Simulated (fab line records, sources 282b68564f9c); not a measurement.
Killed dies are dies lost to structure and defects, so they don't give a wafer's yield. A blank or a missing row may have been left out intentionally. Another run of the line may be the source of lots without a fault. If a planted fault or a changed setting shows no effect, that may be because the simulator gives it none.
fab line records | flow rit-cmos
[record] lots = 5 | wafers = 15 | last-day = 6
route steps=202 shown SILICIDE@161 CONTACT@168 M1@202
lots that met no fault: from a run of the same line without faults
start-h: hours from the record's opening day to when the first of the lot's shown wafers began | wait-h: hours elapsed since this lot's preceding step | " the same as in the row above | L1.1+2: several wafers, shown together as one row | - no value, or no start was given | * or withheld: withheld | < > ~ a bound
route shown NAME@n: names a module that has steps shown in the file, with the first one's number in the route | usual: mean/standard deviation taken from wafers without a fault | same: alike in all rows | chamber/n: place in a boat | sites: readings site by site | _std_site: standard deviation of those values | _edge_site: the outer-site mean with the inner-site mean subtracted | radius-mm: for every site, how far away it sits from the centre of the wafer | mask NAME#n: copy n | behind: the tool/chamber that last shaped the wafer | hold: cause of the lot's hold/its duration in hours/its outcome | device: transistor that didn't switch, given as n, p or np | end of line: the tests these same wafers got at the end of their route | where a step has no rows: the recipe by itself | killed: dies lost to structure and defects at the first sort, not the wafer's yield | map: a wafer's dies, x killed, . not, _ none there
set.NAME: setting as actually run; set.NAME@STEP: the setting as run at that earlier step | model.NAME: the simulator's own value behind a step, which no gauge read
lots seen at some steps along the route; tables by step, rows by wafer
services: from which hour (start-h, from the record's first day; less than 0 if before it) a tool's chamber was out of use, for how many hours, and why
[[steps]]
[step RIT_SILICIDE_WET_ETCH_00]
[recipe] chemistry = BOE | target = SiO2 | target-depth-nm = 14 | time-s = 15 | dry = n2-spin | dilution = 10:1 | temp-c = 21.5
[step RIT_SILICIDE_SPUTTER_01]
[recipe] material = Ti | target-thk-nm = 30 | power-w = 350 | chamber-pressure-pa = 0.667 | gas = Ar | time-s = 240 | substrate-temp-c = 25
[usual] throttle-valve-pct = 30.2/1.2
lot.wafer | tool           | chamber | start-h | wait-h | throttle-valve-pct
L896.1    | pvd-sputter-01 | -       | 74.25   | 0.0    | 30.0
L896.5    | "              | -       | "       | "      | 30.8
L896.6    | "              | -       | "       | "      | 29.9
L898.2    | pvd-sputter-01 | -       | 85.64   | 0.0    | 29.7
L898.4    | "              | -       | "       | "      | 30.4
L898.5    | "              | -       | "       | "      | 29.8
L900.2    | pvd-sputter-01 | -       | 94.90   | 0.0    | 27.6
L900.4    | "              | -       | "       | "      | 30.0
L900.5    | "              | -       | "       | "      | 29.8
L907.1    | pvd-sputter-03 | -       | 130.54  | 0.0    | 28.5
L907.3    | "              | -       | "       | "      | 31.2
L907.4    | "              | -       | "       | "      | 29.5
L910.1    | pvd-sputter-03 | -       | 146.65  | 0.0    | 30.9
L910.2    | "              | -       | "       | "      | 29.4
L910.4    | "              | -       | "       | "      | 29.8
[step RIT_SILICIDE_RS_MEAS_02]
[recipe] thk-meas-gauge = four-point-probe | reads = Ti_of_SILICIDE_SPUTTER_01
[usual] SILICIDE_TI_RS = 47.7/0.75
lot.wafer | tool          | chamber | start-h | wait-h | SILICIDE_TI_RS[ohm/sq]
L896.1    | film-metro-03 | -       | 74.40   | 0.1    | 47.6
L896.5    | "             | -       | "       | "      | 48.6
L896.6    | "             | -       | "       | "      | 48.0
L898.2    | film-metro-03 | -       | 85.81   | 0.1    | 46.6
L898.4    | "             | -       | "       | "      | 47.4
L898.5    | "             | -       | "       | "      | 46.5
L900.2    | film-metro-01 | -       | 95.07   | 0.1    | 46.7
L900.4    | "             | -       | "       | "      | 46.5
L900.5    | "             | -       | "       | "      | 46.1
L907.1    | film-metro-01 | -       | 130.69  | 0.1    | 48.6
L907.3    | "             | -       | "       | "      | 47.6
L907.4    | "             | -       | "       | "      | 47.5
L910.1    | film-metro-01 | -       | 146.80  | 0.1    | 47.8
L910.2    | "             | -       | "       | "      | 46.7
L910.4    | "             | -       | "       | "      | 47.2
[step RIT_SILICIDE_THK_MEAS_03]
[recipe] thk-meas-gauge = xrf | reads = Ti_of_SILICIDE_SPUTTER_01
[usual] SILICIDE_TI_THK = 29.9/0.42
lot.wafer | tool          | chamber | start-h | wait-h | SILICIDE_TI_THK[nm]
L896.1    | film-metro-03 | -       | 74.52   | 0.1    | 30.1
L896.5    | "             | -       | "       | "      | 29.4
L896.6    | "             | -       | "       | "      | 29.9
L898.2    | film-metro-03 | -       | 85.92   | 0.1    | 30.6
L898.4    | "             | -       | "       | "      | 30.2
L898.5    | "             | -       | "       | "      | 30.8
L900.2    | film-metro-01 | -       | 95.18   | 0.1    | 30.2
L900.4    | "             | -       | "       | "      | 30.4
L900.5    | "             | -       | "       | "      | 30.4
L907.1    | film-metro-01 | -       | 130.81  | 0.1    | 29.3
L907.3    | "             | -       | "       | "      | 29.8
L907.4    | "             | -       | "       | "      | 29.7
L910.1    | film-metro-01 | -       | 146.92  | 0.1    | 29.8
L910.2    | "             | -       | "       | "      | 30.4
L910.4    | "             | -       | "       | "      | 30.2
[step RIT_SILICIDE_RTA_04]
[recipe] temp-c = 650 | time-s = 10 | idle-temp-c = 25 | ramp-up-s = 5 | ramp-down-s = 5 | cool-to-c = 25 | ambient = N2
[usual] wafer_temp_C_max = 654.5/1.3
lot.wafer | tool          | chamber | start-h | wait-h | wafer_temp_C_max
L896.1    | rtp-anneal-01 | 0       | 74.58   | 0.1    | 655.8
L896.5    | "             | 0       | "       | "      | 655.7
L896.6    | "             | 0       | "       | "      | 655.0
L898.2    | rtp-anneal-01 | 0       | 85.98   | 0.1    | 654.9
L898.4    | "             | 0       | "       | "      | 654.0
L898.5    | "             | 0       | "       | "      | 655.3
L900.2    | rtp-anneal-01 | 0       | 95.24   | 0.1    | 654.5
L900.4    | "             | 0       | "       | "      | 654.0
L900.5    | "             | 0       | "       | "      | 654.7
L907.1    | rtp-anneal-02 | 0       | 130.87  | 0.1    | 653.4
L907.3    | "             | 0       | "       | "      | 653.2
L907.4    | "             | 0       | "       | "      | 652.8
L910.1    | rtp-anneal-01 | 0       | 146.98  | 0.1    | 655.6
L910.2    | "             | 0       | "       | "      | 655.4
L910.4    | "             | 0       | "       | "      | 656.5
[step RIT_SILICIDE_WET_ETCH_05]
[recipe] chemistry = SPM | target = Ti | temp-c = 90 | time-s = 120 | dry = n2-spin
[step RIT_SILICIDE_RTA_06]
[recipe] temp-c = 750 | time-s = 10 | idle-temp-c = 25 | ramp-up-s = 5 | ramp-down-s = 10 | cool-to-c = 25 | ambient = N2
[usual] wafer_temp_C_max = 755.2/1.6
lot.wafer | tool          | chamber | start-h | wait-h | wafer_temp_C_max
L896.1    | rtp-anneal-02 | 0       | 74.69   | 0.0    | 754.9
L896.5    | "             | 0       | "       | "      | 753.3
L896.6    | "             | 0       | "       | "      | 753.8
L898.2    | rtp-anneal-02 | 0       | 86.08   | 0.0    | 753.2
L898.4    | "             | 0       | "       | "      | 753.5
L898.5    | "             | 0       | "       | "      | 754.0
L900.2    | rtp-anneal-02 | 0       | 95.35   | 0.0    | 753.5
L900.4    | "             | 0       | "       | "      | 754.0
L900.5    | "             | 0       | "       | "      | 754.5
L907.1    | rtp-anneal-01 | 0       | 130.98  | 0.0    | 756.7
L907.3    | "             | 0       | "       | "      | 756.6
L907.4    | "             | 0       | "       | "      | 757.6
L910.1    | rtp-anneal-02 | 0       | 147.09  | 0.0    | 754.0
L910.2    | "             | 0       | "       | "      | 754.0
L910.4    | "             | 0       | "       | "      | 753.7
[step RIT_CONTACT_CVD_00]
[recipe] material = SiO2 | target-thk-nm = 400 | precursor = TEOS | temp-c = 390 | time-s = 61 | rf-w = 400
[usual] heater-power-w = 292/70
lot.wafer | tool     | chamber | start-h | wait-h | heater-power-w
L896.1    | pecvd-03 | 0       | 74.76   | 0.1    | 252
L896.5    | "        | 1       | "       | "      | 307
L896.6    | "        | 2       | "       | "      | 287
L898.2    | pecvd-04 | 0       | 86.14   | 0.0    | 304
L898.4    | "        | 2       | "       | "      | 453
L898.5    | "        | 1       | "       | "      | 242
L900.2    | pecvd-01 | 0       | 95.40   | 0.0    | 284
L900.4    | "        | 2       | "       | "      | 317
L900.5    | "        | 0       | "       | "      | 302
L907.1    | pecvd-04 | 0       | 131.05  | 0.1    | 339
L907.3    | "        | 2       | "       | "      | 388
L907.4    | "        | 2       | "       | "      | 422
L910.1    | pecvd-04 | 1       | 147.16  | 0.1    | 242
L910.2    | "        | 2       | "       | "      | 505
L910.4    | "        | 2       | "       | "      | 502
[step RIT_CONTACT_THK_MEAS_01]
[recipe] reads = SiO2_of_CONTACT_CVD_00
[usual] CONTACT_TEOS_THK = 398/5.8
lot.wafer | tool          | chamber | start-h | wait-h | CONTACT_TEOS_THK[nm]
L896.1    | film-metro-02 | -       | 74.81   | 0.0    | 395
L896.5    | "             | -       | "       | "      | 400
L896.6    | "             | -       | "       | "      | 400
L898.2    | film-metro-01 | -       | 86.20   | 0.0    | 403
L898.4    | "             | -       | "       | "      | 402
L898.5    | "             | -       | "       | "      | 396
L900.2    | film-metro-04 | -       | 95.46   | 0.0    | 397
L900.4    | "             | -       | "       | "      | 404
L900.5    | "             | -       | "       | "      | 402
L907.1    | film-metro-04 | -       | 131.10  | 0.0    | 399
L907.3    | "             | -       | "       | "      | 392
L907.4    | "             | -       | "       | "      | 401
L910.1    | film-metro-04 | -       | 147.21  | 0.0    | 389
L910.2    | "             | -       | "       | "      | 392
L910.4    | "             | -       | "       | "      | 398
[step RIT_CONTACT_HMDS_02]
[recipe] prime-time-s = 60 | prime-temp-c = 140
[step RIT_CONTACT_COAT_03]
[recipe] resist = NOVOLAK | spin-rpm = 3250 | resist-thk-nm = 1000
[step RIT_CONTACT_SOFTBAKE_04]
[recipe] resist = NOVOLAK | temp-c = 90 | time-s = 60
[step RIT_CONTACT_EXPOSE_05]
[recipe] mask-id = M11 | na = 0.6 | source-shape = conventional | sigma-outer = 0.5 | target-cd-nm = 1000 | dose-mj = 250
[usual] exposure-dose-mJ-cm2 = 249.92/0.26 | reticle-temp-C = 23.00/0.11
lot.wafer | tool             | chamber | start-h | wait-h | mask  | exposure-dose-mJ-cm2 | reticle-temp-C
L896.1    | iline-stepper-01 | 0       | 75.32   | 0.1    | M11#0 | 249.81               | 22.92
L896.5    | "                | 0       | "       | "      | M11#0 | 250.09               | 23.13
L896.6    | "                | 0       | "       | "      | M11#0 | 250.12               | 23.13
L898.2    | iline-stepper-02 | 0       | 86.88   | 0.2    | M11#0 | 250.15               | 23.00
L898.4    | "                | 0       | "       | "      | M11#0 | 250.10               | 23.10
L898.5    | "                | 0       | "       | "      | M11#0 | 250.08               | 23.02
L900.2    | iline-stepper-02 | 0       | 95.98   | 0.1    | M11#0 | 249.74               | 23.01
L900.4    | "                | 0       | "       | "      | M11#0 | 249.56               | 22.87
L900.5    | "                | 0       | "       | "      | M11#0 | 249.44               | 22.84
L907.1    | iline-stepper-02 | 0       | 131.61  | 0.1    | M11#0 | 250.16               | 22.82
L907.3    | "                | 0       | "       | "      | M11#0 | 250.62               | 23.10
L907.4    | "                | 0       | "       | "      | M11#0 | 249.96               | 23.07
L910.1    | iline-stepper-01 | 0       | 147.84  | 0.2    | M11#0 | 248.70               | 22.82
L910.2    | "                | 0       | "       | "      | M11#0 | 248.67               | 22.92
L910.4    | "                | 0       | "       | "      | M11#0 | 248.51               | 22.98
[step RIT_CONTACT_PEB_06]
[recipe] resist = NOVOLAK | temp-c = withheld | time-s = withheld
[step RIT_M1_PROBE_99]
[usual] killed-at-front-end = 7.1/3 | killed-dies = 7.3/3 | killed-open = 3.6/2 | killed-short = 3.5/1.9
[same] gross-dies = 264 | killed_at_M0_to_M3 = 0 | killed_at_M4_up = 0 | killed-at-back-side = 0 | killed-at-contacts = 0 | killed-at-other = 0
lot.wafer | tool      | chamber | start-h | wait-h | killed-at-front-end | killed-dies | killed-open | killed-short
L896.1    | prober-02 | -       | 81.15   | 0.1    | 9                   | 9           | 3           | 6
L896.5    | prober-02 | -       | 81.35   | 0.2    | 9                   | 9           | 6           | 3
L896.6    | prober-02 | -       | 81.40   | 0.2    | 4                   | 4           | 2           | 2
L898.2    | prober-02 | -       | 92.64   | 0.1    | 11                  | 11          | 8           | 3
L898.4    | prober-02 | -       | 92.74   | 0.2    | 8                   | 8           | 4           | 3
L898.5    | prober-02 | -       | 92.79   | 0.2    | 13                  | 13          | 7           | 5
L900.2    | prober-02 | -       | 102.26  | 0.1    | 7                   | 7           | 3           | 4
L900.4    | prober-02 | -       | 102.36  | 0.2    | 6                   | 6           | 5           | 1
L900.5    | prober-02 | -       | 102.41  | 0.2    | 7                   | 7           | 3           | 4
L907.1    | prober-01 | -       | 138.37  | 0.1    | 5                   | 5           | 4           | 1
L907.3    | prober-01 | -       | 138.47  | 0.2    | 6                   | 6           | 5           | 1
L907.4    | prober-01 | -       | 138.52  | 0.2    | 4                   | 4           | 1           | 3
L910.1    | prober-02 | -       | 154.06  | 0.1    | 6                   | 6           | 4           | 2
L910.2    | prober-02 | -       | 154.11  | 0.1    | 8                   | 8           | 3           | 5
L910.4    | prober-02 | -       | 154.21  | 0.2    | 7                   | 7           | 3           | 4
// killed by level:class
L896.1 GATE:geometric-particle:short=2 GATE:geometric-particle:open=2 SILICIDE:geometric-particle:short=2 FOX1:geometric-particle:short=1 FOX2:geometric-particle:open=1 REOX:geometric-particle:short=1
L896.5 GATE:geometric-particle:open=3 REOX:geometric-particle:open=2 FOX1:geometric-particle:short=1 FOX2:geometric-particle:short=1 GATE:geometric-particle:short=1 SILICIDE:geometric-particle:open=1
L896.6 GATE:geometric-particle:open=2 GATE:geometric-particle:short=2
L898.2 REOX:geometric-particle:open=6 FOX2:geometric-particle:open=1 GATE:geometric-particle:short=1 REOX:geometric-particle:short=1 SILICIDE:geometric-particle:short=1 SILICIDE:geometric-particle:open=1
L898.4 SPACER:geometric-particle:open=2 FOX2:geometric-particle:short=1 GATE:geometric-particle:short=1 GATE:geometric-particle:open=1 REOX:geometric-particle:open=1 SPACER:geometric-particle:short=1 GATE:coat-microbubble-printed=1
L898.5 GATE:geometric-particle:short=3 GATE:geometric-particle:open=3 SPACER:geometric-particle:open=2 FOX1:geometric-particle:open=1 REOX:geometric-particle:short=1 REOX:geometric-particle:open=1 SILICIDE:geometric-particle:short=1 GATE:coat-microbubble-printed=1
L900.2 GATE:geometric-particle:short=3 FOX2:geometric-particle:short=1 FOX2:geometric-particle:open=1 SILICIDE:geometric-particle:open=1 SPACER:geometric-particle:open=1
L900.4 SPACER:geometric-particle:open=4 FOX1:geometric-particle:open=1 GATE:geometric-particle:short=1
L900.5 FOX1:geometric-particle:short=2 GATE:geometric-particle:open=1 GATE:geometric-particle:short=1 SPACER:geometric-particle:open=1 SILICIDE:geometric-particle:open=1 SILICIDE:geometric-particle:short=1
L907.1 GATE:geometric-particle:open=3 FOX1:geometric-particle:open=1 FOX1:geometric-particle:short=1
L907.3 GATE:geometric-particle:open=2 FOX2:geometric-particle:open=1 REOX:geometric-particle:open=1 SPACER:geometric-particle:short=1 SPACER:geometric-particle:open=1
L907.4 GATE:geometric-particle:short=2 GATE:geometric-particle:open=1 REOX:geometric-particle:short=1
L910.1 GATE:geometric-particle:open=3 GATE:geometric-particle:short=1 SPACER:geometric-particle:short=1 SPACER:geometric-particle:open=1
L910.2 GATE:geometric-particle:short=4 GATE:geometric-particle:open=2 FOX1:geometric-particle:short=1 FOX1:geometric-particle:open=1
L910.4 GATE:geometric-particle:short=3 GATE:geometric-particle:open=1 REOX:geometric-particle:open=1 SPACER:geometric-particle:short=1 SILICIDE:geometric-particle:open=1
[[services]]
tool             | chamber | start-h | hours | kind
pecvd-01         | 2       | 65.10   | 3.7   | repair
pvd-sputter-03   | -       | 73.85   | 2.0   | repair
iline-stepper-01 | -       | 87.55   | 1.0   | repair
pecvd-03         | 1       | 118.79  | 34.4  | repair
pvd-sputter-01   | -       | 129.90  | 4.9   | repair
[[key]]
[first-sign] step = RIT_CONTACT_EXPOSE_05 | reading = exposure-dose-mJ-cm2 | direction = down | sigmas = 4.9 | usual = 249.92 | struck = 248.63
effect none on later readings
met-at RIT_CONTACT_EXPOSE_05
struck-wafers L910.1,L910.2,L910.4
tester-left-out L910
[loop-trim] step = RIT_CONTACT_EXPOSE_05 | setting = dose | lots = L910
onset-between 75.32 147.84
[fault] kind = process-parameter-drift | tool = iline-stepper-01 | chamber = - | onset-h = 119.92 | steps = RIT_CONTACT_EXPOSE_05 | channel = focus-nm | offset = 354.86 | spread-by-wafer = 0.3 | shape = step | end-h = 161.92
// tester-left-out: of these lots the tester's yield and bins aren't shown, on N5 and GAA mostly nor the transistor test; their killed dies are dies lost to structure and defects alone, not to doping, threshold or leakage, so they don't give the yield
// loop-trim: a control loop set the setting to another value than it would have without faults
